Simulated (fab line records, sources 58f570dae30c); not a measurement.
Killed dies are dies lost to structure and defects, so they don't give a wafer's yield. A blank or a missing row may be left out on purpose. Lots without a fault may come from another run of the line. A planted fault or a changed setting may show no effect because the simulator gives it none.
Which tool did it? | flow berkeley_cmos170 | 7 lots, 21 wafers sampled, at 1 step of a route of 331

WHAT THE GAUGES READ, wafer by wafer
UCB170_PWELL_OVL_MEAS_13.
lot  | measured    | on         | PWELL_OVL (nm)
L622 | day 4 12:48 | overlay-02 | 5 4 2
L628 | day 5 14:59 | overlay-01 | 11 13 14
L633 | day 5 22:19 | overlay-01 | 2 2 4
L634 | day 6 09:50 | overlay-01 | 0 5 2
L636 | day 6 22:49 | overlay-01 | 5 9 3
L639 | day 7 13:36 | overlay-01 | 2 1 0
L642 | day 8 03:58 | overlay-02 | 11 4 12

WHICH TOOL RAN EACH LOT (tool, then ch and the chambers of the sampled wafers, then the start)
The record holds no process step before these readings.

THE ANSWER, worked out from the rows above alone
Rule: what is usual is taken from the lots themselves. Put in order of their means at a reading, lots are off if they are a third of the lots or fewer, leave a main group of 4 or more, and stand apart from it by a gap of 3 or more times the standard deviation of the main group's means; of several such gaps the widest counts. A main group whose means are all the same, to the digits that the tables above print for the reading, isn't used. A lot without any number at a reading at which 4 lots or more have one is off too. The other lots that the step has rows for count as sound.
No lot is off at any reading shown: from this, nothing can be told.

WHAT THE SIMULATOR HAD PUT IN
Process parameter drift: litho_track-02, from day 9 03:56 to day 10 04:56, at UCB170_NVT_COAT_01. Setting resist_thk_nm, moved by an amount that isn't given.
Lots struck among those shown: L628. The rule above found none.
